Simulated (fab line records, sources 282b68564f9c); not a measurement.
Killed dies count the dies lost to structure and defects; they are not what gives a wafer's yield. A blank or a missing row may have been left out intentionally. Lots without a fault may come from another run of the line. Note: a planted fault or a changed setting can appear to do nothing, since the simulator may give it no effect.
8D (eight disciplines) problem report, filled in by code :: flow rit_cmos :: the parts of the form that need people (team, actions taken, sign-off) are left out

## 1. WHAT IS WRONG
Wafers without a fault read 6.9, standard deviation 2.8; killed_at_front_end at RIT_M1_PROBE_99 reads a mean of 37.7 on 9 wafers belonging to 3 lots. Relative to the usual mean, that is a shift of +11 standard deviations.
Seen first at day 7 03:42 on prober-02, wafer L527.2. The record has a number at this step for 9 wafers belonging to 3 lots. Rule for "out" (also "out of limits"): further than 4 standard deviations from the usual mean. The other wafers with a number count as sound.

## 2. WHAT IT IS, WHAT IT ISN'T
question: which readings at this step
is: killed_at_front_end, killed_dies
is not: killed_at_M0_to_M3, killed_at_contacts, killed_open

question: which lots
is: L527, L528, L530
is not: -

question: which wafers of those lots
is: all that have a number
is not: -

question: read on which tools
is: prober-01, prober-02
is not: -

question: when
is: from day 7 03:42
is not: up to then (0 sound wafers)

## 3. WHAT RULES OUT EACH SUSPECT
Counting: a tool at any process step up to the reading remains a suspect when it ran all the lots that are out and ran no sound lot after the first of those.
- plasma_asher-03 at RIT_GATE_STRIP_20 (strips in O2, time 180 s): kept. It ran every lot that is out, first L527 (day 6 05:45), and no sound lot after that.
The count leaves plasma_asher-03 at RIT_GATE_STRIP_20.

## 4. THE CAUSE (what the simulator had put in)
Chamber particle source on plasma_asher-03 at RIT_GATE_STRIP_20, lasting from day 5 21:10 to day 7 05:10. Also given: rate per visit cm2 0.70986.
This tool alone remained once counting was done.

## 5. THE EFFECT CHAIN, in route order
Each row: a reading whose mean over the struck wafers that have a number lies more than 3 standard deviations from the usual. Scope: only readings with a usual standard deviation given in the record; hours: median across lots of the time from each lot's start at the first step in this table that gives one to its start at this step; sigmas: change in usual standard deviations.
hours: 0
step: RIT_M1_PROBE_99
reading: killed_at_front_end
usual: 6.9
on struck wafers: 37.7
change: +30.8
sigmas: +11

hours: 0
step: RIT_M1_PROBE_99
reading: killed_dies
usual: 7.1
on struck wafers: 37.7
change: +30.6
sigmas: +11
Process steps it contains:
- RIT_M1_PROBE_99

## 6. HOW IT WOULD HAVE BEEN CAUGHT EARLIER
In this record the first reading out of limits was taken at day 7 03:42, 31 hours after the fault began at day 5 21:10.
Tool readings at RIT_GATE_STRIP_20 with a usual standard deviation given in the record: none out on any struck wafer, hence no alarm at a limit of 4 standard deviations on them.
The start of RIT_GATE_STRIP_20 on plasma_asher-03 came by day 7 03:42 for every one of the lots that are out (3). A hold on the tool at that time would have spared none of them.
